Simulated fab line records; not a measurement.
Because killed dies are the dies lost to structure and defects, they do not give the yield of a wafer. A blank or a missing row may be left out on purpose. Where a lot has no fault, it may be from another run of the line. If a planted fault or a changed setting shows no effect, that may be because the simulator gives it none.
A struck lot beside a sound one | flow berkeley_cmos170 | 14 steps out of a route of 331
Sound: these wafers, L404.1, L404.3, L404.5. The struck wafers were L416.1, L416.3, L416.5. The cause is given at the end.
Per side, at each step with rows, come the tool, then ch with its chambers, and then its first start. Under that, the readings that differ: sound wafers | struck wafers | difference of the means | sigmas: that difference in standard deviations of wafers without a fault.
alike: readings with means less than 2 such deviations apart, plus words and numbers identical on both sides. not compared: withheld readings, readings lacking a value on some wafer, bounds such as >300 that could conceal the same value, and numbers that have no deviation in the record and whose values overlap.
A row with sigmas, a row that says differs or no value, or rows on one side alone: a step with any of these is where the two part. Numbers that don't overlap but have no deviation are shown without sigmas and don't part them. A reading missing from all wafers of one side parts the sides only when that side holds two or more wafers.

UCB170_V1_BOW_MEAS_03:
  struck on film_metro-01, day 10 01:54; sound on film_metro-02, day 7 11:06
  alike: V1_BOW
UCB170_V1_THK_MEAS_04:
  struck on film_metro-01, day 10 02:01; sound on film_metro-02, day 7 11:13
  reading              | sound                | struck            | difference | sigmas
  V1_POLISHED_THK (nm) | 1001.6 1001.8 1001.5 | 999.1 999.6 998.6 | -2.5       | -2
then, 7 steps without rows for these wafers: UCB170_V1_CLEAN_05 (cleans in DIW); UCB170_V1_HMDS_06 (prime time 60 s); UCB170_V1_COAT_07 (resist thk 900 nm); UCB170_V1_SOFTBAKE_08 (time 60 s); UCB170_V1_EXPOSE_09 (exposes mask VIA1, target cd 700 nm); UCB170_V1_PEB_10; UCB170_V1_DEVELOP_11 (develop time 45 s).
UCB170_V1_CD_MEAS_12: the cd target is 700 nm.
  struck on cd_sem-01, day 10 04:39; sound on cd_sem-01, day 7 12:43
  alike: cd_nm
UCB170_V1_OVL_MEAS_13:
  struck on overlay-01, day 10 04:46; sound on overlay-01, day 7 12:50
  alike: V1_OVL
UCB170_V1_ETCH_14: etches SiO2 in CHF3/CF4/Ar, stops on Al, target depth 1250 nm, time 291 s.
  sound on rie_diel-01 ch 1,2,3, day 7 12:52; struck on rie_diel-04 ch 0,1,3, day 10 04:49
  alike: drypump_motor_current_A, oes_product_au, rf_fwd_power_W, throttle_valve_pct
  not compared: rf_hours_counter_h
UCB170_V1_STRIP_15: strips in O2.
  sound on plasma_asher-03 ch 0,1, day 7 13:03; struck on plasma_asher-03 ch 0,1, day 10 04:59
  no value came back on the struck wafers for any of 5 readings (chamber_pressure_mTorr (mTorr), drypump_motor_current_A (A) and others); on the sound wafers chamber_pressure_mTorr (mTorr) reads 3500 3495 3502
  reading                             | sound | struck          | difference | sigmas
  model.KrF_of_V1_COAT_07.thk_nm (nm) | 0 0 0 | 618.5 602.7 612 | +611.1     |
  not compared: rf_hours_counter_h
UCB170_V1_CD_MEAS_90: the cd target is 700 nm.
  struck on cd_sem-01, day 10 05:10; sound on cd_sem-01, day 7 13:09
  alike: cd_nm

## WHERE THEY PART
Last at UCB170_V1_STRIP_15 as far as this record goes, first at UCB170_V1_THK_MEAS_04. Later steps at which nothing parts them and some readings are alike: UCB170_V1_CD_MEAS_90.

WHY: what the simulator had put in
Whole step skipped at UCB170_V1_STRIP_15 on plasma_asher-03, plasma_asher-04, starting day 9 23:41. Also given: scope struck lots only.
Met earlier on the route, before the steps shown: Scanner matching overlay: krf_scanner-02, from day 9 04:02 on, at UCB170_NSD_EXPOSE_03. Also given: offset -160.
